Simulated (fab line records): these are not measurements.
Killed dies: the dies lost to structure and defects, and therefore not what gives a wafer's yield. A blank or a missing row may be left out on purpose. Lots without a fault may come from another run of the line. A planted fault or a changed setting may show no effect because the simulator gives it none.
A struck lot beside a sound one    flow rit cmos    20 steps out of a route of 202
Sound: these wafers, L302.1, L302.4, L302.6. Struck: wafers L306.2, L306.4, L306.5. The cause is named last.
For every step that has rows: the tool of each side, followed by ch and its chambers, followed by its first start. Under that, the readings that differ: sound wafers    struck wafers    difference of the means    sigmas: that difference in standard deviations of wafers without a fault.
alike: readings whose means differ by less than 2 such deviations, and words and numbers that are the same on both sides. not compared: withheld readings, readings that some wafer has no value for, bounds like >300 that may hide the same value, and numbers for which the record gives no deviation and whose values overlap.
Wherever a step has rows on one side only, a row that says differs or no value, or a row with sigmas, the two part there. Numbers that have no deviation but don't overlap get no sigmas and don't part them. A reading that every wafer of one side lacks parts them only if that side has two wafers or more.

first, 4 steps without rows for these wafers: RIT_ACTIVE_SOFTBAKE_07 (time 60 s); RIT_ACTIVE_EXPOSE_08 (exposes mask M1, target cd 1400 nm); RIT_ACTIVE_PEB_09; RIT_ACTIVE_DEVELOP_10 (develop time 50 s).
RIT_ACTIVE_CD_MEAS_11: the cd target is 1400 nm.
  sound on cd sem-02 at day 1 19:26; struck on cd sem-01 at day 2 17:11
  alike: cd nm
then, 1 step without rows for these wafers: RIT_ACTIVE_HARDBAKE_12 (time 60 s).
RIT_ACTIVE_ETCH_13: etches Si3N4 in SF6, stops on SiO2, time 210 s, target depth 210 nm.
  sound on rie diel-04 ch 0,2,3, day 1 19:43; struck on rie diel-04 ch 0,1,3, day 2 17:26
  alike: drypump motor current A, oes product au, throttle valve pct
  not compared: rf hours counter h
RIT_ACTIVE_STRIP_14: strips in O2, time 180 s.
  sound on plasma asher-01 ch 0,1, day 1 19:50; struck on plasma asher-04 ch 0,1, day 2 17:34
  alike: drypump motor current A
  not compared: rf hours counter h
RIT_ACTIVE_CD_MEAS_90: the cd target is 1400 nm.
  sound on cd sem-01 at day 1 20:01; struck on cd sem-02 at day 2 17:46
  alike: cd nm
then, 3 steps without rows for these wafers: RIT_ACTIVE_CLEAN_15 (cleans in SC1, time 600 s); RIT_ACTIVE_CLEAN_16 (cleans in dHF, time 30 s); RIT_ACTIVE_CLEAN_17 (cleans in SC2, time 600 s).
RIT_FOX1_OXIDATION_00: target thk 350.7 nm, ox time 1130 s.
  sound on furnace-01 ch 0, day 1 21:56; struck on furnace-04 ch 0, day 2 19:43
reading                    sound                 struck                difference  sigmas
ox temp c max              1102.0 1101.8 1102.1  1104.4 1105.3 1104.6  +2.8        +3
zone power source pct (%)  46 46 45              34 33 34              -12         -2
  alike: tube_center_temp_C_max
RIT_FOX1_THK_MEAS_01:
  sound on film metro-04 at day 1 23:16; struck on film metro-02 at day 2 21:02
reading              sound        struck       difference  sigmas
FOX1_OXIDE_THK (nm)  351 350 350  506 505 507  +156        +28
RIT_FOX1_WET_ETCH_02: etches SiO2 in BOE, target depth 350 nm, time 390 s.
  sound on wet bench-04 ch 3, day 1 23:19; struck on wet bench-01 ch 3, day 2 21:05
reading                                   sound              struck             difference  sigmas
model.Si3N4_of_ACTIVE_CVD_03.thk nm (nm)  139.6 139.8 139.9  136.4 134.8 136.7  -3.8        
  alike: bath heat duty pct
then, 1 step without rows for these wafers: RIT_FOX2_OXIDATION_00 (target thk 350.7 nm, ox time 1130 s).
RIT_FOX2_THK_MEAS_01:
  sound on film metro-04 at day 2 00:46; struck on film metro-03 at day 3 00:23
  alike: FOX2_OXIDE_THK
RIT_FOX2_CLEAN_02: cleans in dHF, time 180 s.
  sound on wet bench-01 ch 3, day 2 00:49; struck on wet bench-03 ch 2, day 3 00:26
reading                                   sound              struck             difference  sigmas
model.Si3N4_of_ACTIVE_CVD_03.thk nm (nm)  132.5 132.7 132.9  129.3 127.7 129.7  -3.8        
then, 1 step without rows for these wafers: RIT_FOX2_WET_ETCH_03 (etches Si3N4 in H3PO4, target depth 195 nm, time 2700 s).
RIT_M1_PROBE_99:
  sound on prober-01 at day 3 21:44; struck on prober-01 at day 4 21:01
  alike: killed at front end, killed dies, killed open, killed short

== WHERE THEY PART ==
Last at RIT_FOX1_THK_MEAS_01 as far as this record goes, first at RIT_FOX1_OXIDATION_00. Later steps at which nothing parts them and some readings are alike: RIT_FOX1_WET_ETCH_02, RIT_FOX2_THK_MEAS_01, RIT_M1_PROBE_99.

WHY: what the simulator had put in
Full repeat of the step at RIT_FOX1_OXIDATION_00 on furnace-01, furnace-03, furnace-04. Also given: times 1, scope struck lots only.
